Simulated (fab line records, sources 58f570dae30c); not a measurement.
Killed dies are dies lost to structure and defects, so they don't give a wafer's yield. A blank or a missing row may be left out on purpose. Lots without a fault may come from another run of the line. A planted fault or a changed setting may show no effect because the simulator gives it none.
Which tool did it? | flow berkeley_cmos170 | 7 lots, 21 wafers sampled, at 2 steps of a route of 331

WHAT THE GAUGES READ, wafer by wafer
UCB170_NVT_OVL_MEAS_06.
lot  | measured     | on         | NVT_OVL (nm)
L616 | day 5 13:23  | overlay-01 | 13 13 9
L619 | day 6 07:49  | overlay-01 | 7 13 18
L621 | day 6 22:26  | overlay-02 | 3 -4 0
L630 | day 9 02:44  | overlay-02 | - - -
L632 | day 9 11:20  | overlay-01 | - - -
L634 | day 9 10:37  | overlay-01 | 5 0 -3
L637 | day 10 07:16 | overlay-01 | 3 4 2

WHICH TOOL RAN EACH LOT (tool, then ch and the chambers of the sampled wafers, then the start)
lot  | UCB170_NVT_COAT_01
L616 | litho_track-02 ch 0, day 5 12:41
L619 | litho_track-03 ch 0, day 6 07:00
L621 | litho_track-02 ch 0, day 6 21:22
L630 | litho_track-02, day 9 01:56
L632 | litho_track-02, day 9 10:09
L634 | litho_track-03 ch 0, day 9 09:46
L637 | litho_track-03 ch 0, day 10 05:34
- UCB170_NVT_COAT_01: resist thk 900 nm.

THE ANSWER, worked out from the rows above alone
Rule: what is usual is taken from the lots themselves. Put in order of their means at a reading, lots are off if they are a third of the lots or fewer, leave a main group of 4 or more, and stand apart from it by a gap of 3 or more times the standard deviation of the main group's means; of several such gaps the widest counts. A main group whose means are all the same, to the digits that the tables above print for the reading, isn't used. A lot without any number at a reading at which 4 lots or more have one is off too. The other lots that the step has rows for count as sound.
Off: L630, L632, at UCB170_NVT_OVL_MEAS_06 (NVT_OVL). Without a number there: L630, L632. The main group: mean 6 nm, standard deviation 5.5.
A tool fits if, at a process step before that reading, it ran every lot that is off, and no sound lot after the first of them. The gauges at UCB170_NVT_OVL_MEAS_06 are tried like those tools. One fits: litho_track-02 at UCB170_NVT_COAT_01. Its last sound lot is L621 (day 6 21:22), its first lot that is off L630 (day 9 01:56): a fault that began between those two fits.

WHAT THE SIMULATOR HAD PUT IN
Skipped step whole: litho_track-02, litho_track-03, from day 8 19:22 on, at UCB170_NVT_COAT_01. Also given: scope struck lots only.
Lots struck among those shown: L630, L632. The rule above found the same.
